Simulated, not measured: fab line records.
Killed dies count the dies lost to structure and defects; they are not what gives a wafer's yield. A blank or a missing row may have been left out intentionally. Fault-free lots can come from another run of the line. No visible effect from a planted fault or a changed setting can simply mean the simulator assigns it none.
Which tool did it? + flow berkeley cmos170 + 14 lots with 42 wafers sampled at 5 steps, on a route of 331 steps

## WHAT THE GAUGES SHOWED, per wafer
UCB170_PWELL_TW_MEAS_17. Usual: PWELL_TW typically reads 377, with standard deviation 3.7.
| lot  | measured    | on            | PWELL_TW    | flag |
|------|-------------|---------------|-------------|------|
| L596 | day 3 02:38 | film metro-02 | 379 378 379 |      |
| L597 | day 3 02:23 | film metro-03 | 373 374 373 |      |
| L598 | day 3 14:53 | film metro-01 | 378 380 378 |      |
| L600 | day 3 14:22 | film metro-02 | 379 378 376 |      |
| L605 | day 4 23:52 | film metro-03 | 371 371 370 |      |
| L607 | day 5 10:44 | film metro-01 | 381 382 384 |      |
| L610 | day 5 22:06 | film metro-01 | 382 381 383 |      |
| L611 | day 6 06:04 | film metro-01 | 383 380 382 |      |
| L612 | day 6 14:34 | film metro-03 | 374 374 375 |      |
| L613 | day 6 20:19 | film metro-02 | 378 377 378 |      |
| L614 | day 6 20:25 | film metro-03 | 378 375 377 |      |
| L615 | day 7 02:05 | film metro-02 | 379 378 377 |      |
| L618 | day 7 13:49 | film metro-01 | 382 383 381 |      |
| L619 | day 7 22:04 | film metro-03 | 377 374 378 |      |

UCB170_PFIELD_TW_MEAS_09. Usual: PFIELD_TW typically reads 596, with standard deviation 4.9.
| lot  | measured    | on            | PFIELD_TW   | flag |
|------|-------------|---------------|-------------|------|
| L596 | day 4 12:20 | film metro-03 | 588 587 584 |      |
| L597 | day 4 12:31 | film metro-04 | 602 602 603 |      |
| L598 | day 4 17:40 | film metro-03 | 589 586 587 |      |
| L600 | day 4 18:17 | film metro-03 | 588 593 588 |      |
| L605 | day 6 06:01 | film metro-03 | 595 595 595 |      |
| L607 | day 6 15:37 | film metro-02 | 583 580 582 |      |
| L610 | day 7 02:28 | film metro-02 | 581 584 584 |      |
| L611 | day 7 12:46 | film metro-04 | 600 605 604 |      |
| L612 | day 7 17:59 | film metro-03 | 591 595 594 |      |
| L613 | day 8 05:02 | film metro-02 | 596 598 597 |      |
| L614 | day 8 04:52 | film metro-03 | 594 598 594 |      |
| L615 | day 8 07:24 | film metro-04 | 601 601 601 |      |
| L618 | day 8 22:29 | film metro-02 | 598 600 598 |      |
| L619 | day 9 11:23 | film metro-03 | 593 591 593 |      |

## WHICH TOOL RAN EACH LOT (tool, then ch and the chambers of the sampled wafers, then the start)
| lot  | UCB170_ZERO_ETCH_06               | UCB170_PFIELD_IMPLANT_07       | UCB170_PFIELD_STRIP_08              |
|------|-----------------------------------|--------------------------------|-------------------------------------|
| L596 | rie diel-04 ch 0,1,2, day 1 22:41 | implanter-04 ch 0, day 4 12:05 | plasma asher-02 ch 0,1, day 4 12:13 |
| L597 | rie diel-02 ch 2,3, day 2 01:40   | implanter-03 ch 0, day 4 12:16 | plasma asher-04 ch 0,1, day 4 12:25 |
| L598 | rie diel-02 ch 0,2,3, day 2 07:11 | implanter-04 ch 0, day 4 17:25 | plasma asher-04 ch 0,1, day 4 17:34 |
| L600 | rie diel-04 ch 0,2,3, day 2 15:59 | implanter-03 ch 0, day 4 18:02 | plasma asher-03 ch 0,1, day 4 18:11 |
| L605 | rie diel-04 ch 0,1,2, day 3 16:49 | implanter-01 ch 0, day 6 05:44 | plasma asher-02 ch 0,1, day 6 05:55 |
| L607 | rie diel-04 ch 2,3, day 4 00:26   | implanter-04 ch 0, day 6 15:22 | plasma asher-03 ch 0,1, day 6 15:30 |
| L610 | rie diel-04 ch 0,3, day 4 15:07   | implanter-04 ch 0, day 7 02:14 | plasma asher-04 ch 0,1, day 7 02:22 |
| L611 | rie diel-02 ch 0,1, day 4 18:51   | implanter-01 ch 0, day 7 12:32 | plasma asher-02 ch 0, day 7 12:40   |
| L612 | rie diel-02 ch 0,2,3, day 5 06:37 | implanter-01 ch 0, day 7 17:45 | plasma asher-03 ch 0,1, day 7 17:53 |
| L613 | rie diel-03 ch 2,3, day 5 12:28   | implanter-01 ch 0, day 8 04:47 | plasma asher-03 ch 0,1, day 8 04:56 |
| L614 | rie diel-03 ch 1,2, day 5 18:17   | implanter-03 ch 0, day 8 04:38 | plasma asher-02 ch 1, day 8 04:46   |
| L615 | rie diel-02 ch 1,3, day 5 22:40   | implanter-01 ch 0, day 8 07:10 | plasma asher-03 ch 0,1, day 8 07:17 |
| L618 | rie diel-02 ch 0,1,3, day 6 06:10 | implanter-01 ch 0, day 8 22:14 | plasma asher-03 ch 0,1, day 8 22:23 |
| L619 | rie diel-02 ch 0,3, day 6 15:47   | implanter-01 ch 0, day 9 11:10 | plasma asher-02 ch 0,1, day 9 11:17 |
- UCB170_ZERO_ETCH_06: etches SiO2 in CHF3/CF4/Ar, time 12 s.
- UCB170_PFIELD_IMPLANT_07
- UCB170_PFIELD_STRIP_08: strips in O2.

## AS READ BY THE TOOLS THEMSELVES (means over the sampled wafers that have a number; for cases with no such wafer, the mark the record gives instead)
UCB170_ZERO_ETCH_06. Usual: drypump motor current A 5.8 A, standard deviation 0.41; oes product au 0.620 a.u., standard deviation 0.0094; rf fwd power W 492.4 W, standard deviation 2.4; throttle valve pct 9.18 %, standard deviation 0.086.
| lot  | tool        | drypump motor current A (A) | oes product au (a.u.) | rf fwd power W (W) | throttle valve pct (%) | flag |
|------|-------------|-----------------------------|-----------------------|--------------------|------------------------|------|
| L596 | rie diel-04 | 6.1                         | 0.628                 | 491.8              | 9.13                   |      |
| L597 | rie diel-02 | 5.8                         | 0.623                 | 489.1              | 9.18                   |      |
| L598 | rie diel-02 | 5.7                         | 0.618                 | 490.1              | 9.18                   |      |
| L600 | rie diel-04 | 5.9                         | 0.631                 | 491.5              | 9.18                   |      |
| L605 | rie diel-04 | 6.0                         | 0.630                 | 492.6              | 9.13                   |      |
| L607 | rie diel-04 | 6.3                         | 0.626                 | 493.3              | 9.24                   |      |
| L610 | rie diel-04 | 5.6                         | 0.626                 | 494.4              | 9.15                   |      |
| L611 | rie diel-02 | 5.6                         | 0.617                 | 493.4              | 9.18                   |      |
| L612 | rie diel-02 | 5.7                         | 0.616                 | 490.3              | 9.18                   |      |
| L613 | rie diel-03 | 5.6                         | 0.613                 | 493.4              | 9.24                   |      |
| L614 | rie diel-03 | 5.8                         | 0.605                 | 492.1              | 9.20                   |      |
| L615 | rie diel-02 | 6.0                         | 0.607                 | 490.2              | 9.30                   |      |
| L618 | rie diel-02 | 5.8                         | 0.617                 | 492.5              | 9.23                   |      |
| L619 | rie diel-02 | 5.5                         | 0.618                 | 491.3              | 9.19                   |      |

UCB170_PFIELD_IMPLANT_07. Usual: beam energy keV 80.000, standard deviation 0.025; faraday current uA 63.6, standard deviation 1.2.
| lot  | tool         | beam energy keV | faraday current uA | flag |
|------|--------------|-----------------|--------------------|------|
| L596 | implanter-04 | 80.000          | 62.6               |      |
| L597 | implanter-03 | 79.982          | 62.9               |      |
| L598 | implanter-04 | 80.008          | 63.4               |      |
| L600 | implanter-03 | 79.997          | 64.6               |      |
| L605 | implanter-01 | 79.980          | 64.8               |      |
| L607 | implanter-04 | 63.060          | 65.0               | OFF  |
| L610 | implanter-04 | 63.013          | 62.4               | OFF  |
| L611 | implanter-01 | 79.993          | 63.8               |      |
| L612 | implanter-01 | 79.985          | 64.1               |      |
| L613 | implanter-01 | 80.013          | 64.2               |      |
| L614 | implanter-03 | 80.001          | 62.7               |      |
| L615 | implanter-01 | 79.993          | 63.0               |      |
| L618 | implanter-01 | 80.026          | 63.8               |      |
| L619 | implanter-01 | 79.997          | 63.2               |      |

UCB170_PFIELD_STRIP_08. Usual: drypump motor current A 5.6 A, standard deviation 0.36; oes product au 0.735 a.u., standard deviation 0.0041; strip time to endpoint s 21.62 s, standard deviation 0.075.
| lot  | tool            | drypump motor current A (A) | oes product au (a.u.) | strip time to endpoint s (s) | flag |
|------|-----------------|-----------------------------|-----------------------|------------------------------|------|
| L596 | plasma asher-02 | 5.6                         | 0.736                 | 21.65                        |      |
| L597 | plasma asher-04 | 6.2                         | 0.729                 | 21.62                        |      |
| L598 | plasma asher-04 | 6.2                         | 0.729                 | 21.66                        |      |
| L600 | plasma asher-03 | 5.5                         | 0.734                 | 21.67                        |      |
| L605 | plasma asher-02 | 5.4                         | 0.732                 | 21.55                        |      |
| L607 | plasma asher-03 | 5.5                         | 0.733                 | 21.57                        |      |
| L610 | plasma asher-04 | 6.1                         | 0.737                 | 21.62                        |      |
| L611 | plasma asher-02 | 5.1                         | 0.731                 | 21.65                        |      |
| L612 | plasma asher-03 | 5.5                         | 0.737                 | 21.58                        |      |
| L613 | plasma asher-03 | 5.5                         | 0.735                 | 21.65                        |      |
| L614 | plasma asher-02 | 5.9                         | 0.737                 | 21.49                        |      |
| L615 | plasma asher-03 | 5.5                         | 0.737                 | 21.67                        |      |
| L618 | plasma asher-03 | 5.5                         | 0.735                 | 21.65                        |      |
| L619 | plasma asher-02 | 5.6                         | 0.733                 | 21.64                        |      |

## THE ANSWER, worked out from the rows above alone
Rule: a lot is off if the mean of its wafers that have a number lies more than 3 standard deviations from the usual mean. A lot without any number at a reading at which 4 lots or more have one is off too. The other lots that the step has rows for count as sound. The gauges are gone through in route order, then the tools' own readings, and for those a lot's mean is taken as printed above. At the first step where some lot is off, the reading lying furthest off is the one used; lots without a number count as furthest.
Off at UCB170_PFIELD_IMPLANT_07 (beam energy keV): L607, L610.
If a tool, at that step or one of the process steps before it, ran each lot that is off and ran no sound lot following the first of them, it fits. Undecided on this evidence; 2 tools fit (rie diel-04 at UCB170_ZERO_ETCH_06, implanter-04 at UCB170_PFIELD_IMPLANT_07).

## WHAT THE SIMULATOR HAD INSERTED
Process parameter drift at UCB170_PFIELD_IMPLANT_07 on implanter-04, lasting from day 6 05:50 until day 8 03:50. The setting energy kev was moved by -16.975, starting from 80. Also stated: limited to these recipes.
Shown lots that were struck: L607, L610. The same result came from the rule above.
